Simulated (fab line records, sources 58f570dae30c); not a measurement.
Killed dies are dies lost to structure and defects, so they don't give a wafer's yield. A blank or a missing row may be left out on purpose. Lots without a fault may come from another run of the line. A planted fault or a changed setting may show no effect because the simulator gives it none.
Which tool did it? | flow berkeley_cmos170 | 7 lots, 21 wafers sampled, at 5 steps of a route of 331

WHAT THE GAUGES READ, wafer by wafer
UCB170_M3_CD_MEAS_90: target cd 700 nm.
lot  | measured     | on        | cd_nm (nm)
L203 | day 9 13:21  | cd_sem-01 | 701 705 702
L205 | day 9 16:36  | cd_sem-01 | 693 697 696
L208 | day 10 11:43 | cd_sem-02 | 702 701 698
L209 | day 10 11:49 | cd_sem-02 | 696 696 692
L213 | day 11 07:52 | cd_sem-01 | 702 698 703
L219 | day 12 10:52 | cd_sem-02 | 697 693 695
L222 | day 13 21:30 | cd_sem-02 | 705 703 701

WHICH TOOL RAN EACH LOT (tool, then ch and the chambers of the sampled wafers, then the start)
lot  | UCB170_M3_SPUTTER_01         | UCB170_M3_STRIP_07                   | UCB170_M3_METAL_ETCH_18           | UCB170_M3_STRIP_19
L203 | pvd_sputter-04, day 9 08:47  | plasma_asher-02 ch 0,1, day 9 09:48  | rie_metal-01 ch 1, day 9 12:52    | plasma_asher-01 ch 0,1, day 9 13:15
L205 | pvd_sputter-04, day 9 13:59  | plasma_asher-02 ch 0,1, day 9 14:42  | rie_metal-03 ch 0,1, day 9 16:17  | plasma_asher-01 ch 0,1, day 9 16:29
L208 | pvd_sputter-03, day 10 05:28 | plasma_asher-02 ch 0,1, day 10 06:13 | rie_metal-04 ch 0,1, day 10 11:20 | plasma_asher-02 ch 0,1, day 10 11:32
L209 | pvd_sputter-02, day 10 07:35 | plasma_asher-04 ch 0,1, day 10 08:18 | rie_metal-01 ch 0,1, day 10 11:31 | plasma_asher-04 ch 0,1, day 10 11:42
L213 | pvd_sputter-04, day 11 04:41 | plasma_asher-02 ch 0,1, day 11 05:29 | rie_metal-01 ch 0,1, day 11 07:33 | plasma_asher-02 ch 0,1, day 11 07:45
L219 | pvd_sputter-03, day 12 07:40 | plasma_asher-01 ch 0,1, day 12 08:23 | rie_metal-03 ch 0,1, day 12 10:34 | plasma_asher-02 ch 1, day 12 10:46
L222 | pvd_sputter-04, day 13 18:05 | plasma_asher-01 ch 0,1, day 13 18:47 | rie_metal-04 ch 1, day 13 21:01   | plasma_asher-01 ch 0,1, day 13 21:23
- UCB170_M3_SPUTTER_01: material Al, target thk 900 nm, time 120 s.
- UCB170_M3_STRIP_07: strips in O2.
- UCB170_M3_METAL_ETCH_18: etches Al in Cl2/BCl3, stops on SiO2, target depth 1170 nm, time 195 s.
- UCB170_M3_STRIP_19: strips in O2.

THE ANSWER, worked out from the rows above alone
Rule: what is usual is taken from the lots themselves. Put in order of their means at a reading, lots are off if they are a third of the lots or fewer, leave a main group of 4 or more, and stand apart from it by a gap of 3 or more times the standard deviation of the main group's means; of several such gaps the widest counts. A main group whose means are all the same, to the digits that the tables above print for the reading, isn't used. A lot without any number at a reading at which 4 lots or more have one is off too. The other lots that the step has rows for count as sound.
No lot is off at any reading shown: from this, nothing can be told.

WHAT THE SIMULATOR HAD PUT IN
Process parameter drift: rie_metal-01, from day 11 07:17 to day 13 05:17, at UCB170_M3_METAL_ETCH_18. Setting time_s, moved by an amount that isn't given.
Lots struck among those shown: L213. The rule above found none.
